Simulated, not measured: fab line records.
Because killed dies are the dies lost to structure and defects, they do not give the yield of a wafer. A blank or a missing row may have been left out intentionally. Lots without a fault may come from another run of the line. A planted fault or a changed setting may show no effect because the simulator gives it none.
2 desks looking at one fault -- flow berkeley_cmos170 -- numbers are kept per desk, each desk with only its own; the story behind them comes last

AT THE METROLOGY DESK
What the gauges read, lot by lot, whatever tool the lot ran on: means of the sampled wafers that have a number. Marked OUT: a lot whose mean sits more than 4 standard deviations from the usual mean, which makes it out of limits; the brackets give that distance.
Columns: A = PLDD_OVL at UCB170_PLDD_OVL_MEAS_07, usual 0 nm; B = NSD_TW at UCB170_NSD_TW_MEAS_10, usual 4206
lot,first seen here,A,B
L947,day 6 00:13,4,4224
L949,day 6 02:50,-2,4221
L948,day 6 02:56,1,4195
L950,day 6 14:21,-0,4205
L952,day 6 14:56,2,4197
L953,day 7 06:45,1,4201
L957,day 8 02:43,7,298 (-99 or more) OUT
L960,day 8 16:48,-3,290 (-99 or more) OUT
L963,day 9 12:55,-1,4229
L964,day 9 20:19,-1,4186
L965,day 10 01:16,-7,4209
L966,day 10 01:35,6,4211
L967,day 10 01:49,-5,4212
L969,day 11 07:38,2,4218
This desk's result: L957, L960 out of limits, first on L957 (NSD_TW at UCB170_NSD_TW_MEAS_10), day 8 17:47. L947, L949, L948, L950, L952, L953, L963, L964, L965, L966, L967, L969: within limits.

TOOL OWNER'S DESK, litho_track-04
The tool's own readings at UCB170_NSD_DEVELOP_05 (develop time 45 s): means of the sampled wafers that have a number, for each lot that ran on this tool. Marked OUT: a lot whose mean sits more than 4 standard deviations from the usual mean, which makes it out of limits; the brackets give that distance.
Columns: A = chill_plate_temp_C at UCB170_NSD_DEVELOP_05, usual 23.03 C; B = developer_temp_C at UCB170_NSD_DEVELOP_05, usual 20.97 C; C = exhaust_pa at UCB170_NSD_DEVELOP_05, usual 45.0 Pa
lot,first seen here,A,B,C
L950,day 7 00:00,23.14,20.91,46.3
L952,day 7 00:00,22.94,20.95,44.8
L957,day 8 17:00,23.02,21.10,45.2
L960,day 9 03:00,22.92,21.03,43.5
This desk's finding: nothing out of limits on any of the 4 lots.

BROUGHT TOGETHER
At day 8 17:47 the metrology desk could have sounded an alarm, on L957, L960.
The desk of the tool owner found nothing out of limits.
The tool owner's desk has L957, L960 on record, within its limits.
All the named lots went through UCB170_NSD_DEVELOP_05 on litho_track-04.

WHAT WAS PUT IN BY THE SIMULATOR
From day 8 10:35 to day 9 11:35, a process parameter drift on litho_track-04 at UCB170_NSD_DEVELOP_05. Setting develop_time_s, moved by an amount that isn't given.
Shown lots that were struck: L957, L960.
Hours from the fault's start to each desk's first reading out of limits: the metrology desk, 7.
